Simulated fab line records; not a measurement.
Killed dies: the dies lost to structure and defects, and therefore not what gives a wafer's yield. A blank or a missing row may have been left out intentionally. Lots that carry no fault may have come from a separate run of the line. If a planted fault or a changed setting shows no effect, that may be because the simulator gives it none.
fab line records    flow rit_cmos
record lots=7  wafers=21  last_day=6
route steps=202 shown PSD@144 SDANNEAL@153 NSD@158 PLDD@159 NLDD@160 SILICIDE@161 M1@202
lots with no fault: from the same line, run without faults
start_h: hours from the record's opening day to when the first of the lot's shown wafers began    wait_h: hours elapsed since this lot's preceding step    " the same as in the row above    L1.1+2: a single row standing in for several wafers    - no value, or no start given    * or withheld: withheld    < > ~ a bound
route shown NAME@n: names a module that has steps shown in the file, with the first one's number in the route    usual: mean/standard deviation of fault-free wafers    same: alike in all rows    chamber/n: place in a boat    sites: readings site by site    _std_site: the standard deviation of these    _edge_site: outer sites' mean less inner sites'    radius_mm: for every site, how far away it sits from the centre of the wafer    mask NAME#n: copy n    behind: the most recent tool/chamber to have shaped the wafer    hold: cause of the lot's hold/its duration in hours/its outcome    device: the transistor (n, p or np) that didn't switch    end of line: tests run on the same wafers once the route is complete    a step with no rows: only its recipe    killed: count of dies lost to structure and defects at first sort (not the wafer's yield)    map: shows each die of a wafer: x if killed, . if not, _ if none is there
set.NAME: the setting the step ran with; set.NAME@STEP: the setting that earlier step ran with    model.NAME: the simulator's own value behind a step, which no gauge read
lots seen at some steps along the route; tables by step, rows by wafer
services: the hour from which a tool's chamber was out of use, counted from the record's first day as start_h (under 0 if before that day), plus the number of hours and why
## steps
# step RIT_PSD_SOFTBAKE_02
# recipe resist=NOVOLAK  temp_c=90  time_s=60
# step RIT_PSD_EXPOSE_03
# recipe mask_id=M10  na=0.57  target_cd_nm=40900  dose_mj=250
# step RIT_PSD_PEB_04
# recipe resist=NOVOLAK  temp_c=withheld  time_s=withheld
# step RIT_PSD_DEVELOP_05
# recipe resist=NOVOLAK  develop_time_s=50  dev_temp_c=23
# step RIT_PSD_OVL_MEAS_06
# usual PSD_OVL=0.9/1.1
lot.wafer  tool        chamber  start_h  wait_h  PSD_OVL[nm]
L370.2     overlay-02  -        58.06    -       2.2
L370.3     "           -        "        "       1.4
L370.5     "           -        "        "       2.9
L371.2     overlay-01  -        63.44    -       -0.7
L371.3     "           -        "        "       -0.2
L371.4     "           -        "        "       -1.5
L376.1     overlay-02  -        87.96    -       1.2
L376.3     "           -        "        "       -0.1
L376.5     "           -        "        "       -1.3
L378.2     overlay-01  -        99.15    -       2.7
L378.4     "           -        "        "       1.5
L378.6     "           -        "        "       1.9
L380.1     overlay-01  -        108.13   -       1.1
L380.3     "           -        "        "       0.1
L380.6     "           -        "        "       2.0
L385.1     overlay-02  -        134.78   -       0.8
L385.2     "           -        "        "       1.2
L385.5     "           -        "        "       -0.1
L387.1     overlay-02  -        142.86   -       0.6
L387.2     "           -        "        "       -0.3
L387.4     "           -        "        "       -0.5
# step RIT_PSD_HARDBAKE_07
# recipe resist=NOVOLAK  temp_c=140  time_s=60
# step RIT_PSD_IMPLANT_08
# recipe species=BF2  energy_kev=27  dose_cm2=4.949e+15  tilt_deg=7
# step RIT_PSD_STRIP_09
# recipe chemistry=O2  time_s=180  resist=NOVOLAK  platen_temp_c=withheld  power_w=500  pressure_mtorr=4000  o2_flow_sccm=4000
# usual drypump_motor_current_A=5.9/0.52
# same time_s=180
lot.wafer  tool             chamber  start_h  wait_h  drypump_motor_current_A  rf_hours_counter_h
L370.2     plasma_asher-04  0        58.39    0.1     5.9                      39
L370.3     "                0        "        "       5.9                      -
L370.5     "                0        "        "       5.9                      -
L371.2     plasma_asher-04  0        63.77    0.1     5.8                      39
L371.3     "                1        "        "       6.3                      -
L371.4     "                0        "        "       5.9                      -
L376.1     plasma_asher-01  1        88.30    0.1     5.2                      45
L376.3     "                0        "        "       6.4                      -
L376.5     "                1        "        "       5.2                      -
L378.2     plasma_asher-02  1        99.48    0.1     4.9                      32
L378.4     "                0        "        "       5.1                      -
L378.6     "                0        "        "       5.1                      -
L380.1     plasma_asher-04  0        108.46   0.1     5.9                      44
L380.3     "                1        "        "       6.4                      -
L380.6     "                1        "        "       6.3                      -
L385.1     plasma_asher-04  1        135.12   0.1     6.4                      47
L385.2     "                0        "        "       5.9                      47
L385.5     "                0        "        "       5.8                      -
L387.1     plasma_asher-04  0        143.20   0.1     5.8                      48
L387.2     "                1        "        "       6.4                      48
L387.4     "                0        "        "       5.9                      -
# step RIT_PSD_TW_MEAS_10
# usual PSD_TW=3441/22
lot.wafer  tool           chamber  start_h  wait_h  PSD_TW
L370.2     film_metro-04  -        58.57    0.1     3442
L370.3     "              -        "        "       3461
L370.5     "              -        "        "       3443
L371.2     film_metro-04  -        63.96    0.1     3464
L371.3     "              -        "        "       3450
L371.4     "              -        "        "       3457
L376.1     film_metro-02  -        88.47    0.1     3436
L376.3     "              -        "        "       3420
L376.5     "              -        "        "       3416
L378.2     film_metro-03  -        99.66    0.1     3462
L378.4     "              -        "        "       3489
L378.6     "              -        "        "       3470
L380.1     film_metro-04  -        108.64   0.1     3442
L380.3     "              -        "        "       3434
L380.6     "              -        "        "       3443
L385.1     film_metro-03  -        135.29   0.1     3458
L385.2     "              -        "        "       3472
L385.5     "              -        "        "       3463
L387.1     film_metro-03  -        143.37   0.1     3472
L387.2     "              -        "        "       3473
L387.4     "              -        "        "       3467
# step RIT_SDANNEAL_CLEAN_00
# recipe chemistry=SC1  mix=3:3:50  time_s=600  temp_c=75
# step RIT_SDANNEAL_CLEAN_01
# recipe chemistry=dHF  dilution=50:1  time_s=30
# step RIT_SDANNEAL_CLEAN_02
# recipe chemistry=SC2  mix=3:3:50  time_s=600  temp_c=75  dry=n2_spin
# step RIT_SDANNEAL_RTA_03
# recipe temp_c=1050  time_s=5  idle_temp_c=600  ramp_up_c_per_s=342  ramp_down_c_per_s=171  cool_to_c=600  ambient=N2
# usual chamber_o2_ppm=2.004/0.021  wafer_temp_C_max=1053.5/1.1
lot.wafer  tool           chamber  start_h  wait_h  chamber_o2_ppm  wafer_temp_C_max
L370.2     rtp_anneal-02  0        59.00    0.0     1.993           1054.0
L370.3     "              0        "        "       1.984           1054.3
L370.5     "              0        "        "       1.995           1052.7
L371.2     rtp_anneal-01  0        64.38    0.0     2.001           1053.0
L371.3     "              0        "        "       1.983           1052.9
L371.4     "              0        "        "       1.989           1054.2
L376.1     rtp_anneal-02  0        88.91    0.0     1.978           1052.2
L376.3     "              0        "        "       2.007           1052.5
L376.5     "              0        "        "       1.986           1053.6
L378.2     rtp_anneal-02  0        100.09   0.0     2.009           1053.8
L378.4     "              0        "        "       2.030           1056.3
L378.6     "              0        "        "       2.016           1053.8
L380.1     rtp_anneal-02  0        109.08   0.0     1.961           1053.0
L380.3     "              0        "        "       1.991           1054.6
L380.6     "              0        "        "       1.955           1054.4
L385.1     rtp_anneal-01  0        135.72   0.0     2.000           1054.4
L385.2     "              0        "        "       1.988           1052.7
L385.5     "              0        "        "       2.017           1054.4
L387.1     rtp_anneal-01  0        143.84   0.0     1.999           1054.4
L387.2     "              0        "        "       2.002           1053.6
L387.4     "              0        "        "       1.985           1055.9
# step RIT_SDANNEAL_RS_MEAS_04
# recipe thk_meas_gauge=four-point-probe
# usual PSD_RS=116.0/0.33
lot.wafer  tool           chamber  start_h  wait_h  PSD_RS[ohm/sq]
L370.2     film_metro-04  -        59.07    0.1     116.7
L370.3     "              -        "        "       116.3
L370.5     "              -        "        "       116.2
L371.2     film_metro-02  -        64.45    0.1     115.8
L371.3     "              -        "        "       115.8
L371.4     "              -        "        "       116.2
L376.1     film_metro-03  -        88.97    -       72.6
L376.3     "              -        "        "       72.5
L376.5     "              -        "        "       72.6
L378.2     film_metro-02  -        100.16   -       72.3
L378.4     "              -        "        "       72.1
L378.6     "              -        "        "       72.0
L380.1     film_metro-03  -        109.14   -       72.3
L380.3     "              -        "        "       72.4
L380.6     "              -        "        "       72.4
L385.1     film_metro-02  -        135.78   0.0     115.8
L385.2     "              -        "        "       115.8
L385.5     "              -        "        "       116.2
L387.1     film_metro-04  -        143.90   0.0     116.4
L387.2     "              -        "        "       116.2
L387.4     "              -        "        "       116.3
# step RIT_SDANNEAL_RS_MEAS_05
# recipe thk_meas_gauge=four-point-probe
# usual NSD_RS=83.29/0.26
lot.wafer  tool           chamber  start_h  wait_h  NSD_RS[ohm/sq]
L370.2     film_metro-04  -        59.19    0.1     83.33
L370.3     "              -        "        "       83.23
L370.5     "              -        "        "       83.31
L371.2     film_metro-02  -        64.57    0.1     82.90
L371.3     "              -        "        "       83.07
L371.4     "              -        "        "       83.11
L376.1     film_metro-03  -        89.09    0.1     76.02
L376.3     "              -        "        "       75.93
L376.5     "              -        "        "       76.33
L378.2     film_metro-02  -        100.28   0.1     75.95
L378.4     "              -        "        "       76.01
L378.6     "              -        "        "       76.21
L380.1     film_metro-03  -        109.26   0.1     75.86
L380.3     "              -        "        "       75.97
L380.6     "              -        "        "       75.83
L385.1     film_metro-02  -        135.90   0.1     83.16
L385.2     "              -        "        "       82.78
L385.5     "              -        "        "       83.39
L387.1     film_metro-04  -        144.02   0.1     83.74
L387.2     "              -        "        "       83.62
L387.4     "              -        "        "       83.56
# step RIT_SDANNEAL_RS_MEAS_06
# recipe thk_meas_gauge=four-point-probe
# usual PLDD_RS=179.6/0.46
lot.wafer  tool           chamber  start_h  wait_h  PLDD_RS[ohm/sq]
L370.2     film_metro-04  -        59.31    0.1     179.9
L370.3     "              -        "        "       179.8
L370.5     "              -        "        "       179.4
L371.2     film_metro-02  -        64.69    0.1     179.8
L371.3     "              -        "        "       180.1
L371.4     "              -        "        "       180.1
L376.1     film_metro-03  -        89.21    0.1     141.3
L376.3     "              -        "        "       140.9
L376.5     "              -        "        "       141.1
L378.2     film_metro-02  -        100.40   0.1     142.2
L378.4     "              -        "        "       141.4
L378.6     "              -        "        "       141.7
L380.1     film_metro-03  -        109.38   0.1     142.2
L380.3     "              -        "        "       141.9
L380.6     "              -        "        "       141.9
L385.1     film_metro-02  -        136.02   0.1     180.3
L385.2     "              -        "        "       179.7
L385.5     "              -        "        "       179.5
L387.1     film_metro-04  -        144.14   0.1     180.6
L387.2     "              -        "        "       180.2
L387.4     "              -        "        "       180.4
# step RIT_SDANNEAL_RS_MEAS_07
# recipe thk_meas_gauge=four-point-probe
# usual NLDD_RS=154.6/0.69
lot.wafer  tool           chamber  start_h  wait_h  NLDD_RS[ohm/sq]
L370.2     film_metro-04  -        59.43    0.1     154.4
L370.3     "              -        "        "       154.4
L370.5     "              -        "        "       153.8
L371.2     film_metro-02  -        64.81    0.1     153.7
L371.3     "              -        "        "       154.1
L371.4     "              -        "        "       154.6
L376.1     film_metro-03  -        89.33    0.1     146.4
L376.3     "              -        "        "       146.7
L376.5     "              -        "        "       146.6
L378.2     film_metro-02  -        100.52   0.1     147.5
L378.4     "              -        "        "       146.8
L378.6     "              -        "        "       146.9
L380.1     film_metro-03  -        109.50   0.1     146.0
L380.3     "              -        "        "       146.0
L380.6     "              -        "        "       146.1
L385.1     film_metro-02  -        136.14   0.1     154.3
L385.2     "              -        "        "       154.7
L385.5     "              -        "        "       154.6
L387.1     film_metro-04  -        144.26   0.1     154.9
L387.2     "              -        "        "       155.0
L387.4     "              -        "        "       155.2
# step RIT_SILICIDE_WET_ETCH_00
# recipe chemistry=BOE  target=SiO2  target_depth_nm=14  time_s=15  dry=n2_spin  dilution=10:1  temp_c=21.5
# step RIT_M1_PROBE_99
# usual killed_at_contacts=0.1/0.29  killed_at_front_end=7/3  killed_dies=7/3  killed_open=3.5/2  killed_short=3.4/2
# same gross_dies=264  killed_at_M0_to_M3=0  killed_at_M4_up=0  killed_at_back_side=0  killed_at_other=0
lot.wafer  tool       chamber  start_h  wait_h  killed_at_contacts  killed_at_front_end  killed_dies  killed_open  killed_short
L370.2     prober-01  -        66.58    0.1     0                   2                    2            1            1
L370.3     prober-01  -        66.63    0.2     0                   7                    7            7            0
L370.5     prober-01  -        66.73    0.2     0                   5                    5            3            2
L371.2     prober-02  -        72.09    0.1     0                   9                    9            7            2
L371.3     prober-02  -        72.14    0.2     0                   9                    9            3            6
L371.4     prober-02  -        72.19    0.2     0                   8                    8            4            4
L376.1     prober-01  -        96.33    0.1     0                   10                   10           7            3
L376.3     prober-01  -        96.43    0.2     0                   7                    7            4            3
L376.5     prober-01  -        96.53    0.2     0                   4                    4            3            1
L378.2     prober-01  -        107.72   0.1     0                   4                    4            3            1
L378.4     prober-01  -        107.82   0.2     0                   3                    3            1            2
L378.6     prober-01  -        107.92   0.2     0                   5                    5            4            1
L380.1     prober-01  -        116.63   0.1     0                   4                    4            1            3
L380.3     prober-01  -        116.73   0.2     0                   3                    3            2            1
L380.6     prober-01  -        116.88   0.2     0                   6                    6            3            3
L385.1     prober-02  -        143.18   0.1     1                   8                    9            5            4
L385.2     prober-02  -        143.23   0.1     0                   6                    6            1            5
L385.5     prober-02  -        143.38   0.2     0                   4                    4            0            4
L387.1     prober-02  -        151.47   0.1     0                   8                    8            4            4
L387.2     prober-02  -        151.52   0.1     0                   11                   11           6            5
L387.4     prober-02  -        151.62   0.2     0                   7                    7            3            4
# killed by level:class
L370.2 SPACER:geometric_particle:open=1 SILICIDE:geometric_particle:short=1
L370.3 GATE:geometric_particle:open=3 SILICIDE:geometric_particle:open=3 SPACER:geometric_particle:open=1
L370.5 FOX1:geometric_particle:short=1 FOX1:geometric_particle:open=1 GATE:geometric_particle:short=1 GATE:geometric_particle:open=1 SILICIDE:geometric_particle:open=1
L371.2 REOX:geometric_particle:open=3 SPACER:geometric_particle:open=2 FOX2:geometric_particle:open=1 GATE:geometric_particle:short=1 GATE:geometric_particle:open=1 SPACER:geometric_particle:short=1
L371.3 FOX1:geometric_particle:short=3 SILICIDE:geometric_particle:short=2 GATE:geometric_particle:open=1 REOX:geometric_particle:open=1 REOX:geometric_particle:short=1 SPACER:geometric_particle:open=1
L371.4 FOX1:geometric_particle:short=1 GATE:geometric_particle:open=1 GATE:geometric_particle:short=1 REOX:geometric_particle:open=1 SPACER:geometric_particle:short=1 SPACER:geometric_particle:open=1 SILICIDE:geometric_particle:short=1 SILICIDE:geometric_particle:open=1
L376.1 GATE:geometric_particle:open=3 FOX1:geometric_particle:open=2 GATE:geometric_particle:short=2 SILICIDE:geometric_particle:open=1 REOX:geometric_particle:short=1 SPACER:geometric_particle:open=1
L376.3 GATE:geometric_particle:open=2 FOX1:geometric_particle:short=1 REOX:geometric_particle:short=1 REOX:geometric_particle:open=1 SPACER:geometric_particle:open=1 SILICIDE:geometric_particle:short=1
L376.5 FOX1:geometric_particle:open=1 FOX1:geometric_particle:short=1 GATE:geometric_particle:open=1 REOX:geometric_particle:open=1
L378.2 GATE:geometric_particle:open=2 ACTIVE:geometric_particle:open=1 SPACER:geometric_particle:short=1
L378.4 GATE:geometric_particle:short=2 REOX:geometric_particle:open=1
L378.6 GATE:geometric_particle:open=3 REOX:geometric_particle:open=1 SPACER:geometric_particle:short=1
L380.1 FOX1:geometric_particle:short=1 GATE:geometric_particle:open=1 GATE:geometric_particle:short=1 SPACER:geometric_particle:short=1
L380.3 FOX1:geometric_particle:open=1 GATE:geometric_particle:open=1 SPACER:geometric_particle:short=1
L380.6 GATE:geometric_particle:short=2 GATE:geometric_particle:open=1 REOX:geometric_particle:short=1 SPACER:geometric_particle:open=1 SILICIDE:geometric_particle:open=1
L385.1 SPACER:geometric_particle:open=2 SILICIDE:geometric_particle:short=2 FOX1:geometric_particle:open=1 FOX1:geometric_particle:short=1 GATE:geometric_particle:short=1 GATE:geometric_particle:open=1 CONTACT:geometric_particle:open=1
L385.2 FOX1:geometric_particle:short=2 GATE:geometric_particle:short=1 REOX:geometric_particle:open=1 REOX:geometric_particle:short=1 SPACER:geometric_particle:short=1
L385.5 GATE:geometric_particle:short=2 REOX:geometric_particle:short=1 SILICIDE:geometric_particle:short=1
L387.1 FOX1:geometric_particle:open=2 GATE:geometric_particle:short=2 FOX1:geometric_particle:short=1 REOX:geometric_particle:short=1 SPACER:geometric_particle:open=1 SILICIDE:geometric_particle:open=1
L387.2 GATE:geometric_particle:short=3 FOX1:geometric_particle:open=2 GATE:geometric_particle:open=2 FOX1:geometric_particle:short=1 SPACER:geometric_particle:short=1 SPACER:geometric_particle:open=1 SILICIDE:geometric_particle:open=1
L387.4 GATE:geometric_particle:open=2 SPACER:geometric_particle:short=2 GATE:geometric_particle:short=1 REOX:geometric_particle:short=1 SPACER:geometric_particle:open=1
## services
tool             chamber  start_h  hours  kind
plasma_asher-02  -        106.27   1.4    repair
plasma_asher-01  -        108.75   9.0    pm
plasma_asher-01  0        108.75   9.0    vent_cycle
plasma_asher-01  1        108.75   9.0    vent_cycle
plasma_asher-01  0        117.75   -      clean
plasma_asher-01  1        117.75   -      clean
## key
first_sign step=RIT_SDANNEAL_RS_MEAS_04  reading=PSD_RS  direction=down  sigmas=99+  usual=116.0  struck=72.4
effect step=RIT_SDANNEAL_RS_MEAS_05  reading=NSD_RS  direction=down  sigmas=28  usual=83.29  struck=76.01
effect step=RIT_SDANNEAL_RS_MEAS_06  reading=PLDD_RS  direction=down  sigmas=83  usual=179.6  struck=141.6
effect step=RIT_SDANNEAL_RS_MEAS_07  reading=NLDD_RS  direction=down  sigmas=12  usual=154.6  struck=146.5
met_at RIT_SDANNEAL_RTA_03
struck_wafers L376.1,L376.3,L376.5,L378.2,L378.4,L378.6,L380.1,L380.3,L380.6
tester_left_out L376,L378,L380
onset_between 59.00 88.91
fault kind=process_parameter_drift  tool=rtp_anneal-02  chamber=-  onset_h=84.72  steps=RIT_SDANNEAL_RTA_03  channel=time_s  offset=*  shape=step  end_h=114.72  acts_in=*  stated=*
# tester_left_out: of these lots the tester's yield and bins aren't shown, on N5 and GAA mostly nor the transistor test; their killed dies are dies lost to structure and defects alone, not to doping, threshold or leakage, so they don't give the yield
